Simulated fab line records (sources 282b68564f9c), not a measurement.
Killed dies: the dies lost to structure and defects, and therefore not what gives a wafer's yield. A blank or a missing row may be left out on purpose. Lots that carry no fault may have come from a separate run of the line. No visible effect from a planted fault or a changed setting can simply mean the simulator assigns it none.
Split-lot trial -- flow rit_cmos -- on a route of 202 steps: 5 lots, 23 wafers read

## SPLIT DETAILS
At RIT_M1_METAL_ETCH_12 (etches Al in Cl2/BCl3, stops on SiO2, time 165 s, target depth 600 nm), the setting over_etch_frac was moved away from the recipe's 0.5 on 6 of the 23 wafers read, by +8.9% to +27.6%. The other wafers ran this setting at the recipe's value.

The reading is taken at the split's own step.

## THE READING
oes_product_au, in a.u., at RIT_M1_METAL_ETCH_12 (etches Al in Cl2/BCl3, stops on SiO2, time 165 s, target depth 600 nm). Typical for fault-free wafers on this fab line: 0.778 a.u., with standard deviation 0.0089 a.u.

wafer,"tool, chamber at the split",over_etch_frac as run,against the recipe,"oes_product_au, a.u.",against lot-mates on the recipe
L074.3,"rie_metal-01, 0",0.5,recipe,0.765,-
L074.5,"rie_metal-01, 1",0.5,recipe,0.775,-
L074.6,"rie_metal-01, 0",0.5,recipe,0.768,-
L078.1,"rie_metal-04, 0",0.5573,+11.5%,0.774,-0.012
L078.2,"rie_metal-04, 1",0.5,recipe,0.786,-
L078.3,"rie_metal-04, 0",0.5,recipe,0.779,-
L078.4,"rie_metal-04, 1",0.5573,+11.5%,0.768,-0.018
L078.5,"rie_metal-04, 0",0.5,recipe,0.792,-
L079.1,"rie_metal-02, 0",0.6379,+27.6%,0.737,-0.040
L079.3,"rie_metal-02, 0",0.5,recipe,0.778,-
L079.4,"rie_metal-02, 1",0.6379,+27.6%,0.741,-0.036
L079.5,"rie_metal-02, 1",0.5,recipe,0.782,-
L079.6,"rie_metal-02, 0",0.5,recipe,0.771,-
L083.2,"rie_metal-01, 0",0.5,recipe,0.777,-
L083.3,"rie_metal-01, 0",0.5445,+8.9%,0.768,-0.008
L083.4,"rie_metal-01, 1",0.5445,+8.9%,0.761,-0.015
L083.5,"rie_metal-01, 0",0.5,recipe,0.779,-
L083.6,"rie_metal-01, 1",0.5,recipe,0.772,-
L085.2,"rie_metal-02, 1",0.5,recipe,0.779,-
L085.3,"rie_metal-02, 0",0.5,recipe,0.773,-
L085.4,"rie_metal-02, 1",0.5,recipe,0.779,-
L085.5,"rie_metal-02, 0",0.5,recipe,0.790,-
L085.6,"rie_metal-02, 1",0.5,recipe,0.772,-

FIT RESULTS
A straight line over all 23 wafers: oes_product_au changes by -0.00131 a.u. for each +1% of over_etch_frac; r = -0.85; the points scatter about the line by 0.0071 a.u.
The same after taking each lot's own level away (the mean of its wafers on the recipe; 23 wafers): -0.00136 a.u. for each +1%; r = -0.92; scatter 0.0048 a.u.
The reading moves by 0.038 a.u. for the largest change in over_etch_frac, on that fit.
Measured against the standard deviation above, the lots' own levels, which go from 0.7693 to 0.7857 a.u., span 1.8 times it.
So the lot-to-lot level changes the slope little: the two slopes agree.
Check: with one of the wafers moved furthest among these (+27.6%) left out of the fit, the line predicts -0.0358 a.u. for it against its lot-mates. It came out at -0.04 a.u. against them.
Tool readings at the split's step, against how far the setting was moved: oes_product_au r = -0.85.

## OTHER SPLITS ON THESE WAFERS
Other splits were also applied to these wafers ahead of the reading. Each is held against what the fit with the lots' levels taken away leaves over:
other split on the same wafers,wafers away from the commonest value,r with oes_product_au (lot level and that fit taken away)
RIT_CONTACT_ETCH_11 over_etch_frac,10,-0.15
RIT_M1_DEVELOP_08 develop_time_s,10,+0.09

## FILE'S OWN FIT
oes_product_au changes by -0.00135 a.u. for each +1% of over_etch_frac, r = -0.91.
